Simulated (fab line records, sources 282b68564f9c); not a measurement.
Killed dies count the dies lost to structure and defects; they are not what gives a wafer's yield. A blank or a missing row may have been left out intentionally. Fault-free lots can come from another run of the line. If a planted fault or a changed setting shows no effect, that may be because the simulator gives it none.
fab line records	flow rit_cmos
record: lots: 5	wafers: 15	last_day: 8
route steps=202 shown PLDD@115 SPACER@125 NSD@131 PSD@142 SDANNEAL@153 M1@202
lots that met no fault: taken from a fault-free run of the same line
start_h: hours from the record's opening day to when the first of the lot's shown wafers began	wait_h: how many hours have passed since the lot's step before this one	" repeats the value in the row above	L1.1+2: a single row standing in for several wafers	- value missing, or start not given	* or withheld: withheld	< > ~ a bound
route shown NAME@n: NAME is a module with steps in the file, n the number in the route of the first one	usual: mean and standard deviation over wafers with no fault	same: alike in all rows	chamber/n: place in a boat	sites: readings site by site	_std_site: their standard deviation	_edge_site: mean of outer sites minus mean of inner sites	radius_mm: for every site, how far away it sits from the centre of the wafer	mask NAME#n: copy n	behind: the tool/chamber that last shaped the wafer	hold: why the lot was held/for how many hours/how that ended	device: whichever transistor did not switch (one of n, p or np)	end of line: the route-end tests of the same wafers	for a step that has no rows: nothing shown but its recipe	killed: dies lost to structure and defects at the first sort, not the wafer's yield	map: shows each die of a wafer: x if killed, . if not, _ if none is there
set.NAME: the setting as run; set.NAME@STEP: as run at that earlier step	model.NAME: the simulator's own value behind a step, which no gauge read
certain route steps with their lots: each step a table, each wafer a row
services: from which hour (start_h, from the record's first day; less than 0 if before it) a tool's chamber was out of use, for how many hours, and why
== steps ==
step: RIT_PLDD_COAT_01
recipe: resist: NOVOLAK	spin_rpm: 3250	resist_thk_nm: 984.3
step: RIT_PLDD_SOFTBAKE_02
recipe: resist: NOVOLAK	temp_c: 90	time_s: 60
step: RIT_PLDD_EXPOSE_03
recipe: mask_id: M8	na: 0.57	target_cd_nm: 40900	dose_mj: 250
step: RIT_PLDD_PEB_04
recipe: resist: NOVOLAK	temp_c: withheld	time_s: withheld
step: RIT_PLDD_DEVELOP_05
recipe: resist: NOVOLAK	develop_time_s: 50	dev_temp_c: 23
step: RIT_PLDD_OVL_MEAS_06
usual: PLDD_OVL: 0.5/1.4
lot.wafer	tool	chamber	start_h	wait_h	PLDD_OVL[nm]
L398.1	overlay-01	-	58.92	-	0.2
L398.4	"	-	"	"	-0.2
L398.6	"	-	"	"	0.5
L404.2	overlay-01	-	92.10	-	0.5
L404.3	"	-	"	"	-2.5
L404.4	"	-	"	"	0.3
L408.1	overlay-02	-	110.14	-	0.2
L408.3	"	-	"	"	-0.2
L408.5	"	-	"	"	1.0
L411.2	overlay-01	-	124.34	-	0.2
L411.3	"	-	"	"	2.2
L411.4	"	-	"	"	2.3
L418.2	overlay-01	-	174.63	-	-0.2
L418.3	"	-	"	"	-0.4
L418.5	"	-	"	"	1.2
step: RIT_PLDD_HARDBAKE_07
recipe: resist: NOVOLAK	temp_c: 140	time_s: 60
step: RIT_PLDD_IMPLANT_08
recipe: species: BF2	energy_kev: 20.34	dose_cm2: 9e+14	tilt_deg: 7
step: RIT_PLDD_STRIP_09
recipe: chemistry: O2	time_s: 180	resist: NOVOLAK	platen_temp_c: withheld	power_w: 500	pressure_mtorr: 4000	o2_flow_sccm: 4000
usual: drypump_motor_current_A: 5.7/0.49
lot.wafer	tool	chamber	start_h	wait_h	drypump_motor_current_A	rf_hours_counter_h
L398.1	plasma_asher-01	0	59.25	0.1	6.6	41
L398.4	"	0	"	"	6.6	-
L398.6	"	0	"	"	6.6	-
L404.2	plasma_asher-03	0	92.43	0.1	5.3	46
L404.3	"	0	"	"	5.3	-
L404.4	"	1	"	"	5.6	-
L408.1	plasma_asher-03	0	110.47	0.1	5.3	48
L408.3	"	1	"	"	5.6	-
L408.5	"	0	"	"	5.3	-
L411.2	plasma_asher-01	1	124.67	0.1	5.0	0
L411.3	"	1	"	"	5.0	-
L411.4	"	0	"	"	6.6	-
L418.2	plasma_asher-04	0	174.96	0.1	6.1	53
L418.3	"	0	"	"	6.0	-
L418.5	"	1	"	"	5.7	-
step: RIT_PLDD_TW_MEAS_10
usual: PLDD_TW: 2369/17
lot.wafer	tool	chamber	start_h	wait_h	PLDD_TW
L398.1	film_metro-01	-	59.43	0.1	2326
L398.4	"	-	"	"	2331
L398.6	"	-	"	"	2344
L404.2	film_metro-04	-	92.62	0.1	2362
L404.3	"	-	"	"	2379
L404.4	"	-	"	"	2357
L408.1	film_metro-02	-	110.65	0.1	2359
L408.3	"	-	"	"	2379
L408.5	"	-	"	"	2378
L411.2	film_metro-01	-	124.86	0.1	2358
L411.3	"	-	"	"	2344
L411.4	"	-	"	"	2345
L418.2	film_metro-04	-	175.14	0.1	2361
L418.3	"	-	"	"	2356
L418.5	"	-	"	"	2359
step: RIT_SPACER_CLEAN_00
recipe: chemistry: SC1	mix: 3:3:50	time_s: 600	temp_c: 75
step: RIT_SPACER_CLEAN_01
recipe: chemistry: dHF	dilution: 50:1	time_s: 30
step: RIT_SPACER_CLEAN_02
recipe: chemistry: SC2	mix: 3:3:50	time_s: 600	temp_c: 75	dry: n2_spin
lot.wafer	tool	chamber	start_h	wait_h
L398.1+4+6	wet_bench-01	0	59.68	0.0
L404.2+3+4	wet_bench-04	2	92.86	0.0
L408.1+3+5	wet_bench-04	3	110.91	0.0
L411.2+3+4	wet_bench-04	3	125.10	0.0
L418.2+3+5	wet_bench-02	2	175.39	0.0
step: RIT_SPACER_CVD_03
recipe: material: Si3N4	target_thk_nm: 250	temp_c: 810	precursor: SiH2Cl2/NH3	time_s: 3300	pressure_mtorr: 300	sih2cl2_flow_sccm: 60	nh3_flow_sccm: 150
step: RIT_SPACER_THK_MEAS_04
recipe: reads: Si3N4_of_SPACER_CVD_03
usual: SPACER_NITRIDE_THK: 250.9/2.9
lot.wafer	tool	chamber	start_h	wait_h	SPACER_NITRIDE_THK[nm]
L398.1	film_metro-01	-	61.77	0.0	250.3
L398.4	"	-	"	"	250.7
L398.6	"	-	"	"	250.2
L404.2	film_metro-01	-	96.40	0.0	252.9
L404.3	"	-	"	"	251.9
L404.4	"	-	"	"	250.1
L408.1	film_metro-02	-	114.45	0.0	246.9
L408.3	"	-	"	"	246.4
L408.5	"	-	"	"	246.2
L411.2	film_metro-03	-	128.16	0.0	249.1
L411.3	"	-	"	"	250.7
L411.4	"	-	"	"	248.5
L418.2	film_metro-03	-	177.49	0.0	251.2
L418.3	"	-	"	"	253.3
L418.5	"	-	"	"	252.4
step: RIT_SPACER_ETCHBACK_05
recipe: target_depth_a: 2500	SF6_flow_sccm: 30	CHF3_flow_sccm: 30	target: Si3N4	chemistry: SF6/CHF3	pressure_mtorr: 40	rf_w: 250	time_s: 240	stop_on: SiO2
usual: drypump_motor_current_A: 5.9/0.49	oes_product_au: 0.844/0.016	throttle_valve_pct: 10.21/0.093
lot.wafer	tool	chamber	start_h	wait_h	drypump_motor_current_A	oes_product_au	rf_hours_counter_h	throttle_valve_pct
L398.1	rie_diel-02	3	61.83	0.1	5.8	0.842	6	10.28
L398.4	"	1	"	"	5.4	0.831	84	10.30
L398.6	"	1	"	"	5.4	0.834	-	10.29
L404.2	rie_diel-04	1	96.45	0.0	5.6	0.853	2	10.09
L404.3	"	2	"	"	6.3	0.861	105	10.35
L404.4	"	3	"	"	6.6	0.855	120	10.22
L408.1	rie_diel-03	2	114.51	0.1	6.0	0.832	141	10.11
L408.3	"	1	"	"	6.2	0.853	113	9.99
L408.5	"	2	"	"	6.0	0.835	-	10.09
L411.2	rie_diel-02	2	128.21	0.0	5.6	0.831	36	10.27
L411.3	"	3	"	"	5.8	0.848	7	10.26
L411.4	"	2	"	"	5.6	0.818	-	10.25
L418.2	rie_diel-04	1	177.54	0.0	5.6	0.852	4	10.10
L418.3	"	3	"	"	6.7	0.867	121	10.20
L418.5	"	0	"	"	5.1	0.825	-	10.21
step: RIT_NSD_HMDS_00
recipe: prime_time_s: 60	prime_temp_c: 140
step: RIT_NSD_COAT_01
recipe: resist: NOVOLAK	spin_rpm: 3250	resist_thk_nm: 1000
step: RIT_NSD_SOFTBAKE_02
recipe: resist: NOVOLAK	temp_c: 90	time_s: 60
step: RIT_NSD_EXPOSE_03
recipe: mask_id: M9	na: 0.57	target_cd_nm: 40700	dose_mj: 250
step: RIT_NSD_PEB_04
recipe: resist: NOVOLAK	temp_c: withheld	time_s: withheld
step: RIT_NSD_DEVELOP_05
recipe: resist: NOVOLAK	develop_time_s: 50	dev_temp_c: 23
step: RIT_NSD_OVL_MEAS_06
usual: NSD_OVL: -0.1/1.4
lot.wafer	tool	chamber	start_h	wait_h	NSD_OVL[nm]
L398.1	overlay-02	-	62.96	-	-0.5
L398.4	"	-	"	"	-0.2
L398.6	"	-	"	"	-2.2
L404.2	overlay-01	-	97.46	-	1.6
L404.3	"	-	"	"	-1.7
L404.4	"	-	"	"	-0.5
L408.1	overlay-01	-	115.64	-	4.2
L408.3	"	-	"	"	1.3
L408.5	"	-	"	"	2.0
L411.2	overlay-02	-	129.34	-	2.1
L411.3	"	-	"	"	1.9
L411.4	"	-	"	"	1.3
L418.2	overlay-02	-	178.67	-	0.4
L418.3	"	-	"	"	0.7
L418.5	"	-	"	"	-0.5
step: RIT_NSD_HARDBAKE_07
recipe: resist: NOVOLAK	temp_c: 140	time_s: 60
step: RIT_NSD_IMPLANT_08
recipe: species: P	energy_kev: 25	dose_cm2: 1.013e+15	tilt_deg: 7
step: RIT_NSD_STRIP_09
recipe: chemistry: O2	time_s: 180	resist: NOVOLAK	platen_temp_c: withheld	power_w: 500	pressure_mtorr: 4000	o2_flow_sccm: 4000
usual: drypump_motor_current_A: 5.8/0.34
lot.wafer	tool	chamber	start_h	wait_h	drypump_motor_current_A	rf_hours_counter_h
L398.1	plasma_asher-02	1	63.29	0.1	5.6	28
L398.4	"	1	"	"	5.6	-
L398.6	"	1	"	"	5.6	-
L404.2	plasma_asher-04	0	97.79	0.1	6.0	45
L404.3	"	1	"	"	5.7	-
L404.4	"	0	"	"	6.0	-
L408.1	plasma_asher-02	1	115.97	0.1	5.6	34
L408.3	"	1	"	"	5.7	-
L408.5	"	0	"	"	6.2	-
L411.2	plasma_asher-02	1	129.67	0.1	5.6	36
L411.3	"	1	"	"	5.6	-
L411.4	"	0	"	"	6.2	-
L418.2	plasma_asher-02	1	179.00	0.1	5.6	40
L418.3	"	0	"	"	6.3	-
L418.5	"	1	"	"	5.6	-
step: RIT_NSD_TW_MEAS_10
usual: NSD_TW: 3139/26
lot.wafer	tool	chamber	start_h	wait_h	NSD_TW
L398.1	film_metro-04	-	63.47	0.1	3123
L398.4	"	-	"	"	3126
L398.6	"	-	"	"	3129
L404.2	film_metro-01	-	97.97	0.1	3122
L404.3	"	-	"	"	3112
L404.4	"	-	"	"	3118
L408.1	film_metro-04	-	116.15	0.1	3137
L408.3	"	-	"	"	3126
L408.5	"	-	"	"	3131
L411.2	film_metro-04	-	129.85	0.1	3134
L411.3	"	-	"	"	3139
L411.4	"	-	"	"	3114
L418.2	film_metro-01	-	179.18	0.1	3108
L418.3	"	-	"	"	3109
L418.5	"	-	"	"	3094
step: RIT_PSD_HMDS_00
recipe: prime_time_s: 60	prime_temp_c: 140
step: RIT_PSD_COAT_01
recipe: resist: NOVOLAK	spin_rpm: 3250	resist_thk_nm: 1000
step: RIT_PSD_SOFTBAKE_02
recipe: resist: NOVOLAK	temp_c: 90	time_s: 60
step: RIT_PSD_EXPOSE_03
recipe: mask_id: M10	na: 0.57	target_cd_nm: 40900	dose_mj: 250
step: RIT_PSD_PEB_04
recipe: resist: NOVOLAK	temp_c: withheld	time_s: withheld
step: RIT_PSD_DEVELOP_05
recipe: resist: NOVOLAK	develop_time_s: 50	dev_temp_c: 23
step: RIT_PSD_OVL_MEAS_06
usual: PSD_OVL: 0.2/1.5
lot.wafer	tool	chamber	start_h	wait_h	PSD_OVL[nm]
L398.1	overlay-02	-	64.38	-	0.3
L398.4	"	-	"	"	-1.2
L398.6	"	-	"	"	0.1
L404.2	overlay-01	-	98.88	-	0.7
L404.3	"	-	"	"	-0.1
L404.4	"	-	"	"	-0.1
L408.1	overlay-01	-	117.06	-	-0.4
L408.3	"	-	"	"	-1.7
L408.5	"	-	"	"	0.1
L411.2	overlay-01	-	130.89	-	1.3
L411.3	"	-	"	"	-0.7
L411.4	"	-	"	"	1.2
L418.2	overlay-01	-	180.21	-	-1.3
L418.3	"	-	"	"	-1.1
L418.5	"	-	"	"	-1.0
step: RIT_PSD_HARDBAKE_07
recipe: resist: NOVOLAK	temp_c: 140	time_s: 60
step: RIT_PSD_IMPLANT_08
recipe: species: BF2	energy_kev: 27	dose_cm2: 5e+15	tilt_deg: 6.82
step: RIT_PSD_STRIP_09
recipe: chemistry: O2	time_s: 180	resist: NOVOLAK	platen_temp_c: withheld	power_w: 500	pressure_mtorr: 4000	o2_flow_sccm: 4000
usual: drypump_motor_current_A: 5.7/0.5
lot.wafer	tool	chamber	start_h	wait_h	drypump_motor_current_A	rf_hours_counter_h
L398.1	plasma_asher-01	0	64.71	0.1	6.6	41
L398.4	"	1	"	"	5.0	-
L398.6	"	0	"	"	6.6	-
L404.2	plasma_asher-02	1	99.21	0.1	5.7	32
L404.3	"	1	"	"	5.7	-
L404.4	"	0	"	"	6.2	-
L408.1	plasma_asher-02	0	117.39	0.1	6.3	34
L408.3	"	1	"	"	5.7	-
L408.5	"	1	"	"	5.7	-
L411.2	plasma_asher-02	0	131.22	0.1	6.2	36
L411.3	"	0	"	"	6.2	-
L411.4	"	1	"	"	5.7	-
L418.2	plasma_asher-01	0	180.54	0.1	6.6	5
L418.3	"	1	"	"	5.0	-
L418.5	"	0	"	"	6.6	-
step: RIT_PSD_TW_MEAS_10
usual: PSD_TW: 3434/23
lot.wafer	tool	chamber	start_h	wait_h	PSD_TW
L398.1	film_metro-02	-	64.89	0.1	3474
L398.4	"	-	"	"	3468
L398.6	"	-	"	"	3474
L404.2	film_metro-02	-	99.39	0.1	3437
L404.3	"	-	"	"	3440
L404.4	"	-	"	"	3481
L408.1	film_metro-02	-	117.57	0.1	3468
L408.3	"	-	"	"	3449
L408.5	"	-	"	"	3455
L411.2	film_metro-01	-	131.40	0.1	3437
L411.3	"	-	"	"	3439
L411.4	"	-	"	"	3446
L418.2	film_metro-01	-	180.73	0.1	3427
L418.3	"	-	"	"	3397
L418.5	"	-	"	"	3416
step: RIT_SDANNEAL_CLEAN_00
recipe: chemistry: SC1	mix: 3:3:50	time_s: 600	temp_c: 75
step: RIT_SDANNEAL_CLEAN_01
recipe: chemistry: dHF	dilution: 50:1	time_s: 30
step: RIT_SDANNEAL_CLEAN_02
recipe: chemistry: SC2	mix: 3:3:50	time_s: 600	temp_c: 75	dry: n2_spin
step: RIT_SDANNEAL_RTA_03
recipe: temp_c: 1050	time_s: 5	idle_temp_c: 600	ramp_up_c_per_s: 342	ramp_down_c_per_s: 171	cool_to_c: 600	ambient: N2
usual: ramp_down_c_per_s: 171.00/0.032	wafer_temp_C_max: 1053.4/0.98
lot.wafer	tool	chamber	start_h	wait_h	ramp_down_c_per_s	wafer_temp_C_max
L398.1	rtp_anneal-01	0	65.33	0.0	171.04	1052.1
L398.4	"	0	"	"	171.02	1052.2
L398.6	"	0	"	"	171.02	1053.2
L404.2	rtp_anneal-01	0	99.82	0.0	170.99	1053.6
L404.3	"	0	"	"	170.98	1052.2
L404.4	"	0	"	"	171.04	1054.7
L408.1	rtp_anneal-01	0	118.04	0.0	171.02	1052.2
L408.3	"	0	"	"	170.95	1053.1
L408.5	"	0	"	"	171.01	1052.3
L411.2	rtp_anneal-02	0	131.83	0.0	171.03	1053.0
L411.3	"	0	"	"	170.98	1051.9
L411.4	"	0	"	"	170.98	1054.6
L418.2	rtp_anneal-01	0	181.16	0.0	171.01	1054.5
L418.3	"	0	"	"	170.97	1053.6
L418.5	"	0	"	"	170.94	1054.0
step: RIT_M1_PROBE_99
usual: killed_at_contacts: 0.1/0.24	killed_at_front_end: 6.7/2.9	killed_dies: 6.8/2.9	killed_on_rim: 1.8/1.4	killed_open: 3.5/2	killed_short: 3.2/1.9
same: gross_dies: 264	killed_at_M0_to_M3: 0	killed_at_M4_up: 0	killed_at_back_side: 0	killed_at_other: 0
lot.wafer	tool	chamber	start_h	wait_h	killed_at_contacts	killed_at_front_end	killed_dies	killed_on_rim	killed_open	killed_short
L398.1	prober-02	-	73.11	0.1	0	8	8	5	5	3
L398.4	prober-02	-	73.26	0.2	1	12	13	5	8	5
L398.6	prober-02	-	73.36	0.2	0	8	8	2	8	0
L404.2	prober-02	-	107.15	0.1	0	7	7	4	3	4
L404.3	prober-02	-	107.20	0.2	0	7	7	1	2	5
L404.4	prober-02	-	107.25	0.2	1	7	8	2	5	3
L408.1	prober-02	-	125.77	0.1	0	6	6	0	1	5
L408.3	prober-02	-	125.87	0.2	0	7	7	3	2	5
L408.5	prober-02	-	125.97	0.2	0	5	5	1	1	4
L411.2	prober-01	-	139.20	0.1	0	27	27	10	1	2
L411.3	prober-01	-	139.25	0.2	0	23	23	8	2	2
L411.4	prober-01	-	139.30	0.2	0	25	25	9	1	1
killed by level:class
L398.1 GATE:geometric_particle:open=3 GATE:geometric_particle:short=2 FOX1:geometric_particle:open=1 REOX:geometric_particle:short=1 SILICIDE:geometric_particle:open=1
L398.4 FOX1:geometric_particle:open=2 GATE:geometric_particle:open=2 GATE:geometric_particle:short=2 FOX2:geometric_particle:open=1 FOX2:geometric_particle:short=1 REOX:geometric_particle:short=1 REOX:geometric_particle:open=1 SILICIDE:geometric_particle:short=1
L398.6 REOX:geometric_particle:open=4 FOX1:geometric_particle:open=2 FOX2:geometric_particle:open=1 GATE:geometric_particle:open=1
L404.2 SPACER:geometric_particle:short=2 FOX1:geometric_particle:open=1 FOX1:geometric_particle:short=1 GATE:geometric_particle:short=1 REOX:geometric_particle:open=1 SPACER:geometric_particle:open=1
L404.3 FOX1:geometric_particle:short=3 REOX:geometric_particle:open=1 REOX:geometric_particle:short=1 SPACER:geometric_particle:short=1 SPACER:geometric_particle:open=1
L404.4 FOX1:geometric_particle:open=2 GATE:geometric_particle:short=1 GATE:geometric_particle:open=1 SPACER:geometric_particle:short=1 SPACER:geometric_particle:open=1 SILICIDE:geometric_particle:open=1 CONTACT:geometric_particle:short=1
L408.1 GATE:geometric_particle:short=2 FOX1:geometric_particle:open=1 FOX2:geometric_particle:short=1 REOX:geometric_particle:short=1 SILICIDE:geometric_particle:short=1
L408.3 GATE:geometric_particle:short=3 GATE:geometric_particle:open=2 FOX2:geometric_particle:short=1 SILICIDE:geometric_particle:short=1
L408.5 SPACER:geometric_particle:short=2 GATE:geometric_particle:short=1 REOX:geometric_particle:short=1 SPACER:geometric_particle:open=1
L411.2 SPACER:unspecified=24 GATE:geometric_particle:short=1 REOX:geometric_particle:short=1 REOX:geometric_particle:open=1
L411.3 SPACER:unspecified=19 GATE:geometric_particle:open=1 GATE:geometric_particle:short=1 SPACER:geometric_particle:open=1 SPACER:geometric_particle:short=1
L411.4 SPACER:unspecified=23 GATE:geometric_particle:open=1 GATE:geometric_particle:short=1
map L411.2 (x killed, . not)
________......._______
_____.............____
____.......x.......___
___.................__
__..................._
__..................._
_............x........
_.....................
_.....................
_...............x.x.x.
__.............xxxxxx_
__.............xxxxxx_
___.............xxxx__
____...........xxxx___
_____...........xx____
________......._______
map L404.4 (x killed, . not)
________......._______
_____.............____
____.........x.....___
___.................__
__.....x.........x..._
__...x..............._
_.x..x.......x........
_.....................
_.....................
_.....................
__..................._
__..................._
___.................__
____...............___
_____............x____
________......._______
== services ==
tool	chamber	start_h	hours	kind
rie_diel-03	0	47.04	5.7	repair
rie_diel-02	1	52.51	3.5	repair
plasma_asher-01	-	65.01	13.4	repair
rie_diel-03	3	76.50	8.4	repair
wet_bench-04	-	104.65	1.1	repair
plasma_asher-01	-	108.75	9.0	pm
plasma_asher-01	0	108.75	9.0	vent_cycle
plasma_asher-01	1	108.75	9.0	vent_cycle
plasma_asher-01	0	117.75	-	clean
plasma_asher-01	1	117.75	-	clean
plasma_asher-01	-	119.94	4.3	repair
rie_diel-02	1	123.41	11.2	repair
rie_diel-04	3	123.55	3.6	repair
rie_diel-02	2	140.90	3.3	repair
rie_diel-02	3	156.87	7.2	repair
rie_diel-04	0	180.29	5.4	repair
== key ==
first_sign: step: RIT_M1_PROBE_99	reading: killed_at_front_end	direction: up	sigmas: 6.4	usual: 6.7	struck: 25
effect: step: RIT_M1_PROBE_99	reading: killed_dies	direction: up	sigmas: 6.3	usual: 6.8	struck: 25
met_at RIT_SPACER_CLEAN_02
struck_wafers L411.2,L411.3,L411.4
tester_left_out L411
onset_between 110.91 125.10
also_fits RIT_PLDD_STRIP_09:plasma_asher-01,RIT_SPACER_ETCHBACK_05:rie_diel-02,RIT_PSD_STRIP_09:plasma_asher-02,RIT_SDANNEAL_RTA_03:rtp_anneal-02
fault: kind: chamber_particle_source	tool: wet_bench-04	chamber: 3	onset_h: 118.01	steps: RIT_SPACER_CLEAN_02	rate_per_visit_cm2: 0.68275	end_h: 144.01
tester_left_out: of these lots the tester's yield and bins aren't shown, on N5 and GAA mostly nor the transistor test; their killed dies are dies lost to structure and defects alone, not to doping, threshold or leakage, so they don't give the yield
